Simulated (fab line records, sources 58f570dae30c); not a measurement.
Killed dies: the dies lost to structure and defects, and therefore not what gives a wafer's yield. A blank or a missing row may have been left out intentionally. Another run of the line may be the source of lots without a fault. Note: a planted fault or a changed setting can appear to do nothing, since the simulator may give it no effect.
Check of tool commonality | flow berkeley-cmos170 | 14 lots and 42 wafers in the sample

== WHAT PROMPTED THE OPENING ==
Of 14 lots, 2 have the reading ACTIVE_NITRIDE_THK flagged at UCB170_ACTIVE_THK_MEAS_06. Fault-free wafers read 222.1 nm, with a standard deviation of 2.1.
Rule: a lot is flagged in two cases, either no wafer of it has a number, or all its wafers with numbers fall more than 4 standard deviations from that mean. All remaining lots are regarded as sound.

lot  | measured    | on            | ACTIVE_NITRIDE_THK (nm), wafer by wafer | flag
L904 | day 4 11:49 | film-metro-01 | 219.0 222.1 221.7                       |
L905 | day 4 11:49 | film-metro-04 | 223.3 224.2 224.1                       |
L906 | day 4 11:52 | film-metro-01 | 221.4 222.4 222.6                       |
L907 | day 4 13:53 | film-metro-02 | 446.5 451.0 450.4                       | FLAGGED
L910 | day 5 18:55 | film-metro-04 | 442.6 439.8 442.0                       | FLAGGED
L913 | day 6 02:27 | film-metro-02 | 222.3 220.9 222.3                       |
L919 | day 7 09:22 | film-metro-01 | 219.9 220.4 221.0                       |
L918 | day 7 09:22 | film-metro-04 | 220.2 220.7 221.7                       |
L921 | day 7 19:14 | film-metro-04 | 220.8 221.9 223.7                       |
L922 | day 7 23:09 | film-metro-04 | 220.0 220.1 219.8                       |
L924 | day 8 12:48 | film-metro-01 | 225.8 225.8 226.5                       |
L923 | day 8 12:49 | film-metro-02 | 220.2 223.6 220.8                       |
L925 | day 8 18:22 | film-metro-04 | 223.0 224.5 224.4                       |
L927 | day 9 04:49 | film-metro-02 | 223.7 224.7 226.4                       |
The numbers of the flagged lots are 445.4 nm on average: +223.3 nm against the usual, or +99 or more standard deviations.

== WHICH TOOL RAN EACH LOT ==
The record keeps 1 process step preceding the reading, out of 331 steps on the route. Every cell lists first the tool, next ch and the chambers used by the sampled wafers, and last the start.
lot  | flag    | UCB170_ACTIVE_CVD_05
L904 |         | lpcvd-02 ch 1, day 4 09:53
L905 |         | lpcvd-02 ch 1, day 4 09:53
L906 |         | lpcvd-02 ch 1, day 4 09:53
L907 | FLAGGED | lpcvd-02 ch 0, day 4 09:53
L910 | FLAGGED | lpcvd-02 ch 0, day 5 11:56 and lpcvd-01 ch 0, day 5 16:01
L913 |         | lpcvd-01 ch 0, day 5 23:34
L919 |         | lpcvd-01 ch 0, day 7 07:26
L918 |         | lpcvd-01 ch 1, day 7 07:26
L921 |         | lpcvd-01 ch 0, day 7 17:18
L922 |         | lpcvd-01 ch 1, day 7 21:14
L924 |         | lpcvd-02 ch 0, day 8 09:55
L923 |         | lpcvd-02 ch 1, day 8 09:55
L925 |         | lpcvd-02 ch 0, day 8 15:28
L927 |         | lpcvd-02 ch 1, day 9 01:56
What the steps here do:
- UCB170_ACTIVE_CVD_05: deposits Si3N4 from SiH2Cl2/NH3, target thk 220 nm, time 3300 s.
- UCB170_ACTIVE_THK_MEAS_06

== FLAGGED OVER TOTAL, TOOL BY TOOL (the gauges that took the reading come last) ==
step                      | tool          | lots run | flagged | share of the flagged lots | sound lots run after its first flagged lot
UCB170_ACTIVE_CVD_05      | lpcvd-01      | 6        | 1       | some                      | 5 (L913,L918,L919,L921,L922)
UCB170_ACTIVE_CVD_05      | lpcvd-02      | 9        | 2       | all                       | 4 (L923,L924,L925,L927)
UCB170_ACTIVE_THK_MEAS_06 | film-metro-01 | 4        | 0       | none                      | -
UCB170_ACTIVE_THK_MEAS_06 | film-metro-02 | 4        | 1       | some                      | 3 (L913,L923,L927)
UCB170_ACTIVE_THK_MEAS_06 | film-metro-04 | 6        | 1       | some                      | 4 (L918,L921,L922,L925)

== WHAT THE TABLE PERMITS ==
Rows of the table that ran each flagged lot: 1, that is lpcvd-02 at UCB170_ACTIVE_CVD_05.
- lpcvd-02 at UCB170_ACTIVE_CVD_05: 2 of its 9 lots flagged. Sound lots ran on it after the first flagged one (L923, L924, L925, L927), which a lasting fault on the whole tool wouldn't allow.
None of the table's rows ran every flagged lot and, after the first, no sound lot.

== WHAT WAS PUT IN BY THE SIMULATOR ==
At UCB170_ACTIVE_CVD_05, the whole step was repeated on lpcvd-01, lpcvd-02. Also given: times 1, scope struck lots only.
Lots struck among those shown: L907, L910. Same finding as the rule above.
